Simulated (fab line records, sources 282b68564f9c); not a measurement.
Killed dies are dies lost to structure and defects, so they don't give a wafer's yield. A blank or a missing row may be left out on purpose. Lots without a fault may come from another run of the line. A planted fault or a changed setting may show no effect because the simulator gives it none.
fab line records | flow rit_cmos
record lots=14 wafers=42 last_day=7
route steps=202 shown GATE@84 M1@202
lots that met no fault: from a run of the same line without faults
start_h: hours from the record's first day to the start of the lot's first wafer shown | wait_h: hours since the lot's step before | " the same as in the row above | L1.1+2: a row that stands for several wafers | - no value, or no start given | * or withheld: withheld | < > ~ a bound
route shown NAME@n: a module of which the file shows steps, and the number in the route of the first | usual: mean/standard deviation of fault-free wafers | same: alike in all rows | chamber/n: place in a boat | sites: the reading at each site | _std_site: their standard deviation | _edge_site: outer sites' mean less inner sites' | radius_mm: how far each site lies from the wafer's centre | mask NAME#n: copy n | behind: the tool/chamber that last shaped the wafer | hold: why the lot was held/for how many hours/how that ended | device: the transistor (n, p or np) that didn't switch | end of line: the same wafers' tests at the end of the route | a step without rows: its recipe alone | killed: dies lost to structure and defects at the first sort, not the wafer's yield | map: a wafer's dies, x killed, . not, _ none there
set.NAME: the setting as run; set.NAME@STEP: as run at that earlier step | model.NAME: the simulator's own value behind a step, which no gauge read
steps of the route over a sample of lots; a table a step, a row a wafer
services: from which hour (start_h, from the record's first day; less than 0 if before it) a tool's chamber was out of use, for how many hours, and why
## steps
# step RIT_GATE_CVD_08
# recipe material=poly-Si target_thk_nm=250 temp_c=610 precursor=SiH4 time_s=2220 pressure_mtorr=300 sih4_flow_sccm=100
# usual pressure_mtorr=299.9/0.57
# columns lot.wafer tool chamber start_h wait_h pressure_mtorr
L307.2 lpcvd-01 1 57.45 0.0 299.2
L307.3 " 1 " " 300.0
L307.5 " 1 " " 298.5
L308.1 lpcvd-02 0 66.32 0.1 300.6
L308.3 " 0 " " 300.8
L308.6 " 0 " " 299.2
L309.4 lpcvd-02 0 69.24 0.0 300.1
L309.5 " 0 " " 300.0
L309.6 " 0 " " 300.6
L310.1 lpcvd-02 1 71.20 0.1 299.9
L310.4 " 1 " " 300.2
L310.6 " 1 " " 300.0
L312.3 lpcvd-02 1 80.63 0.5 299.4
L312.5 " 1 " " 299.1
L312.6 " 1 " " 299.3
L313.1 lpcvd-01 1 86.46 0.1 299.3
L313.2 " 1 " " 299.5
L313.4 " 1 " " 299.1
L315.1 lpcvd-01 1 93.99 0.5 299.0
L315.4 " 1 " " 300.4
L315.6 " 1 " " 300.2
L316.3 lpcvd-02 1 99.64 0.0 299.8
L316.4 " 1 " " 300.1
L316.5 " 1 " " 299.1
L319.1 lpcvd-02 0 114.75 1.2 299.4
L319.2 " 0 " " 300.1
L319.3 " 0 " " 299.0
L321.4 lpcvd-02 0 124.84 0.0 359.4
L321.5 " 0 " " 360.1
L321.6 " 0 " " 360.2
L323.1 lpcvd-02 0 130.62 0.8 359.5
L323.4 " 0 " " 358.7
L323.5 " 0 " " 359.4
L324.3 lpcvd-01 1 138.63 0.0 299.8
L324.4 " 1 " " 299.3
L324.6 " 1 " " 300.1
L325.1 lpcvd-02 1 143.38 1.2 300.3
L325.5 " 1 " " 301.2
L325.6 " 1 " " 300.9
L326.3 lpcvd-01 1 150.32 0.0 300.0
L326.4 " 1 " " 299.1
L326.6 " 1 " " 299.6
# step RIT_GATE_THK_MEAS_09
# recipe reads=poly-Si_of_GATE_CVD_08
# usual GATE_POLY_THK=248.8/1.9
# columns lot.wafer tool chamber start_h wait_h hold GATE_POLY_THK[nm]
L307.2 film_metro-02 - 59.07 0.0 - 246.3
L307.3 " - " " - 245.4
L307.5 " - " " - 247.9
L308.1 film_metro-02 - 67.93 0.0 - 248.6
L308.3 " - " " - 247.7
L308.6 " - " " - 247.1
L309.4 film_metro-02 - 70.88 0.0 - 248.4
L309.5 " - " " - 249.3
L309.6 " - " " - 247.1
L310.1 film_metro-04 - 72.82 0.0 - 246.6
L310.4 " - " " - 248.3
L310.6 " - " " - 248.5
L312.3 film_metro-02 - 82.26 0.0 - 248.0
L312.5 " - " " - 247.3
L312.6 " - " " - 245.6
L313.1 film_metro-01 - 88.08 0.0 - 246.4
L313.2 " - " " - 247.2
L313.4 " - " " - 248.4
L315.1 film_metro-04 - 95.61 0.0 - 251.5
L315.4 " - " " - 251.0
L315.6 " - " " - 250.2
L316.3 film_metro-04 - 101.28 0.0 - 244.9
L316.4 " - " " - 247.5
L316.5 " - " " - 246.9
L319.1 film_metro-02 - 116.37 0.0 - 250.4
L319.2 " - " " - 248.9
L319.3 " - " " - 250.8
L321.4 film_metro-01 - 126.48 0.0 await_dispo/0.2h/release 270.9
L321.5 " - " " await_dispo/0.2h/release 270.5
L321.6 " - " " await_dispo/0.2h/release 272.3
L321.4 film_metro-01 - 126.71 0.2 - 271.0
L321.5 " - " " - 270.7
L321.6 " - " " - 272.1
L323.1 film_metro-04 - 132.24 0.0 await_dispo/0.2h/release 273.8
L323.4 " - " " await_dispo/0.2h/release 271.5
L323.5 " - " " await_dispo/0.2h/release 272.3
L323.1 film_metro-04 - 132.46 0.2 - 273.7
L323.4 " - " " - 271.4
L323.5 " - " " - 272.3
L324.3 film_metro-04 - 140.27 0.0 - 251.2
L324.4 " - " " - 250.6
L324.6 " - " " - 251.8
L325.1 film_metro-01 - 145.00 0.0 - 247.5
L325.5 " - " " - 245.6
L325.6 " - " " - 247.7
L326.3 film_metro-02 - 151.96 0.0 - 248.5
L326.4 " - " " - 247.4
L326.6 " - " " - 250.3
# step RIT_GATE_ETCH_19
# recipe chemistry=SF6/CHF3/O2 time_s=165 SF6_flow_sccm=30 CHF3_flow_sccm=30 O2_flow_sccm=5 target=poly-Si pressure_mtorr=40 rf_w=160 target_depth_a=3125 over_etch_frac=0.25 stop_on=SiO2
# usual SF6_flow_sccm=30.00/0.082 chamber_pressure_mTorr=40.00/0.041 drypump_motor_current_A=5.5/0.58 he_backside_leak_sccm=2.75/0.26 oes_product_au=0.845/0.012 throttle_valve_pct=10.24/0.16
# columns lot.wafer tool chamber start_h wait_h SF6_flow_sccm chamber_pressure_mTorr drypump_motor_current_A he_backside_leak_sccm oes_product_au rf_hours_counter_h throttle_valve_pct
L307.2 rie_si-01 1 60.40 0.1 30.01 40.03 4.6 2.51 0.847 2 10.29
L307.3 " 0 " " 30.02 39.93 6.1 2.63 0.845 156 10.28
L307.5 " 0 " " 30.06 40.00 6.1 2.59 0.846 - 10.28
L308.1 rie_si-02 1 69.27 0.1 30.05 39.96 5.2 2.89 0.837 17 10.02
L308.3 " 2 " " 30.06 40.02 5.4 2.66 0.850 93 10.42
L308.6 " 3 " " 29.87 40.03 5.1 2.84 0.828 - 10.49
L309.4 rie_si-01 3 72.19 0.1 30.08 39.95 5.2 2.83 0.830 0 10.39
L309.5 " 0 " " 30.13 39.93 6.1 2.63 0.847 - 10.28
L309.6 " 3 " " 30.02 39.94 5.2 2.85 0.817 - 10.36
L310.1 rie_si-02 2 74.50 0.1 30.01 39.96 5.4 2.47 0.837 93 10.42
L310.4 " 0 " " 30.12 40.06 6.4 2.92 0.845 63 10.04
L310.6 " 0 " " 30.04 40.03 6.4 2.66 0.846 - 10.03
L312.3 rie_si-02 2 83.58 0.1 29.98 40.01 5.4 2.59 0.843 93 10.40
L312.5 " 0 " " 30.06 40.00 6.4 2.75 0.840 - 10.04
L312.6 " 3 " " 29.94 39.99 5.0 2.70 0.826 - 10.47
L313.1 rie_si-01 1 89.48 0.1 30.00 40.03 4.6 2.82 0.844 3 10.28
L313.2 " 3 " " 30.05 40.02 5.2 2.90 0.811 0 10.36
L313.4 " 2 " " 30.01 40.06 6.0 3.04 0.855 - 10.09
L315.1 rie_si-01 1 96.83 0.1 30.05 39.98 4.6 2.56 0.856 3 10.28
L315.4 " 2 " " 29.86 40.04 6.0 3.12 0.856 - 10.09
L315.6 " 1 " " 29.96 39.93 4.6 2.63 0.850 - 10.27
L316.3 rie_si-02 0 102.52 0.1 30.14 39.99 6.4 2.59 0.838 64 10.03
L316.4 " 0 " " 30.13 39.96 6.4 2.59 0.841 - 10.04
L316.5 " 2 " " 30.02 39.98 5.4 2.49 0.845 - 10.41
L319.1 rie_si-01 3 117.58 0.1 30.07 40.01 5.2 2.84 0.827 1 10.38
L319.2 " 0 " " 29.93 39.98 6.1 2.39 0.872 0 10.29
L319.3 " 1 " " 30.11 40.00 4.6 2.44 0.847 3 10.26
L321.4 rie_si-01 1 133.60 0.1 30.12 40.00 4.6 2.56 0.904 3 10.26
L321.5 " 1 " " 30.07 39.99 4.6 2.45 0.903 - 10.28
L321.6 " 2 " " 29.98 39.98 6.0 2.84 0.912 - 10.09
L323.1 rie_si-01 0 135.61 0.1 30.08 39.95 6.1 2.45 0.928 0 10.29
L323.4 " 1 " " 30.08 40.03 4.6 2.83 0.904 3 10.29
L323.5 " 2 " " 30.09 39.95 6.0 3.07 0.920 - 10.10
L324.3 rie_si-02 3 141.46 0.1 29.96 39.95 5.1 2.68 0.841 0 10.49
L324.4 " 2 " " 29.98 40.02 5.4 2.50 0.843 94 10.41
L324.6 " 3 " " 29.93 40.02 5.0 2.67 0.846 - 10.47
L325.1 rie_si-01 1 146.34 0.1 29.85 39.96 4.6 2.61 0.841 3 10.27
L325.5 " 0 " " 30.10 40.03 6.1 2.42 0.868 - 10.28
L325.6 " 3 " " 30.10 40.00 5.2 2.79 0.825 - 10.37
L326.3 rie_si-02 2 153.15 0.1 29.97 40.06 5.4 2.51 0.840 94 10.39
L326.4 " 3 " " 30.08 40.02 5.0 2.64 0.833 0 10.47
L326.6 " 0 " " 30.05 39.96 6.4 2.71 0.862 - 10.03
# step RIT_M1_PROBE_99
# usual killed_at_contacts=0.0/0.23 killed_at_front_end=7/3.1 killed_dies=7/3.1 killed_open=3.3/2 killed_short=3.5/1.9
# same gross_dies=264 killed_at_M0_to_M3=0 killed_at_M4_up=0 killed_at_back_side=0 killed_at_other=0
# columns lot.wafer tool chamber start_h wait_h killed_at_contacts killed_at_front_end killed_dies killed_open killed_short
L321.4 prober-01 - 158.48 0.2 0 4 4 3 1
L321.5 prober-01 - 158.53 0.2 2 9 11 4 7
L321.6 prober-01 - 158.58 0.2 0 6 6 0 6
L323.1 prober-01 - 159.12 0.1 0 6 6 1 5
L323.4 prober-01 - 159.27 0.2 0 8 8 5 3
L323.5 prober-01 - 159.32 0.2 0 13 13 6 7
# killed by level:class
L321.4 GATE:geometric_particle:open=1 REOX:geometric_particle:open=1 SILICIDE:geometric_particle:open=1 SILICIDE:geometric_particle:short=1
L321.5 REOX:geometric_particle:short=3 SPACER:geometric_particle:open=2 CONTACT:geometric_particle:short=2 GATE:geometric_particle:open=1 REOX:geometric_particle:open=1 SPACER:geometric_particle:short=1 SILICIDE:geometric_particle:short=1
L321.6 SPACER:geometric_particle:short=3 SILICIDE:geometric_particle:short=2 REOX:geometric_particle:short=1
L323.1 GATE:geometric_particle:short=3 FOX1:geometric_particle:short=2 GATE:geometric_particle:open=1
L323.4 SPACER:geometric_particle:open=3 FOX1:geometric_particle:short=2 REOX:geometric_particle:open=1 SILICIDE:geometric_particle:short=1 SILICIDE:geometric_particle:open=1
L323.5 SPACER:geometric_particle:short=3 GATE:geometric_particle:open=2 GATE:geometric_particle:short=2 REOX:geometric_particle:open=2 FOX2:geometric_particle:short=1 REOX:geometric_particle:short=1 SPACER:geometric_particle:open=1 SILICIDE:geometric_particle:open=1
## services
# columns tool chamber start_h hours kind
rie_si-02 - 45.84 0.2 repair
rie_si-01 3 54.15 - clean
rie_si-01 3 54.15 14.9 scheduled_down
rie_si-01 3 54.15 14.9 vent_cycle
rie_si-02 1 79.75 7.3 repair
rie_si-01 0 84.89 - clean
rie_si-01 0 84.89 18.5 scheduled_down
rie_si-01 0 84.89 18.5 vent_cycle
rie_si-02 3 90.35 8.8 repair
rie_si-02 3 99.19 - clean
rie_si-02 3 99.19 22.9 scheduled_down
rie_si-02 3 99.19 22.9 vent_cycle
## key
first_sign step=RIT_GATE_CVD_08 reading=pressure_mtorr direction=up sigmas=99+ usual=299.9 struck=359.6
effect step=RIT_GATE_THK_MEAS_09 reading=visit direction=added
effect step=RIT_GATE_THK_MEAS_09 reading=GATE_POLY_THK direction=up sigmas=12 usual=248.8 struck=271.9
effect step=RIT_GATE_ETCH_19 reading=oes_product_au direction=up sigmas=5.4 usual=0.845 struck=0.912
met_at RIT_GATE_CVD_08
struck_lots L321,L323
struck_wafers L321.4,L321.5,L321.6,L323.1,L323.4,L323.5
tester_left_out L321,L323
onset_between 114.75 124.84
fault kind=process_parameter_drift tool=lpcvd-02 chamber=0 onset_h=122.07 steps=RIT_GATE_CVD_08 channel=pressure_mtorr offset=60 shape=step end_h=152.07 acts_in=these_recipes_only stated=300
# tester_left_out: of these lots the tester's yield and bins aren't shown, on N5 and GAA mostly nor the transistor test; their killed dies are dies lost to structure and defects alone, not to doping, threshold or leakage, so they don't give the yield
